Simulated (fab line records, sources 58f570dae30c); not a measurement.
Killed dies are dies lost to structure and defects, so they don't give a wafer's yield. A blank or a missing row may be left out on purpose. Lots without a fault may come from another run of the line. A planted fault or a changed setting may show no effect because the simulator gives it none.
Chamber matching | flow berkeley_cmos170 | UCB170_V1_ETCH_14 on rie_diel-04: 4 sister chambers
The step etches SiO2 in CHF3/CF4/Ar, stops on Al, target depth 1250 nm, time 291 s. 8 wafers are shown with their chamber, then 7 later ones without.

WAFERS WITH THEIR CHAMBER
wafer  | chamber | throttle_valve_pct (%) | oes_product_au (a.u.)
L957.1 | 3       | 6.82                   | 0.883
L957.3 | 1       | 6.95                   | 0.857
L957.4 | 2       | 7.06                   | 0.863
L963.1 | 1       | 6.97                   | 0.864
L963.4 | 0       | 7.14                   | 0.894
L963.5 | 2       | 7.06                   | 0.855
L966.1 | 3       | 6.84                   | 0.890
L966.3 | 0       | 7.15                   | 0.892

WAFERS WITHOUT THEIR CHAMBER
wafer  | throttle_valve_pct (%) | oes_product_au (a.u.)
L966.6 | 7.16                   | 0.891
L967.4 | 7.17                   | 0.892
L967.5 | 7.08                   | 0.860
L967.6 | 6.96                   | 0.863
L972.1 | 7.17                   | 0.890
L972.2 | 7.06                   | 0.853
L972.5 | 7.17                   | 0.885

WHICH CHAMBER EACH WENT THROUGH
wafer  | from the rows above | in truth
L966.6 | 0                   | 0
L967.4 | 0                   | 0
L967.5 | 2                   | 2
L967.6 | 1                   | 1
L972.1 | 0                   | 0
L972.2 | 2                   | 2
L972.5 | 0                   | 0
Placed correctly: 7 of 7. Can't be placed from these rows: 0. Placed wrongly: 0.
How it was worked out, from the rows above alone: a wafer's distance from a chamber is the root of the sum, over the readings, of the square of ((its reading less the chamber's mean) divided by the reading's scatter). The wafer belongs to the nearest chamber; if the next one is less than 2 further off, it can't be placed. A chamber's mean is the mean of its shown wafers. The scatter: the root of (the sum of the squares of (reading less its chamber's mean) over the shown wafers, divided by (wafers less chambers)).
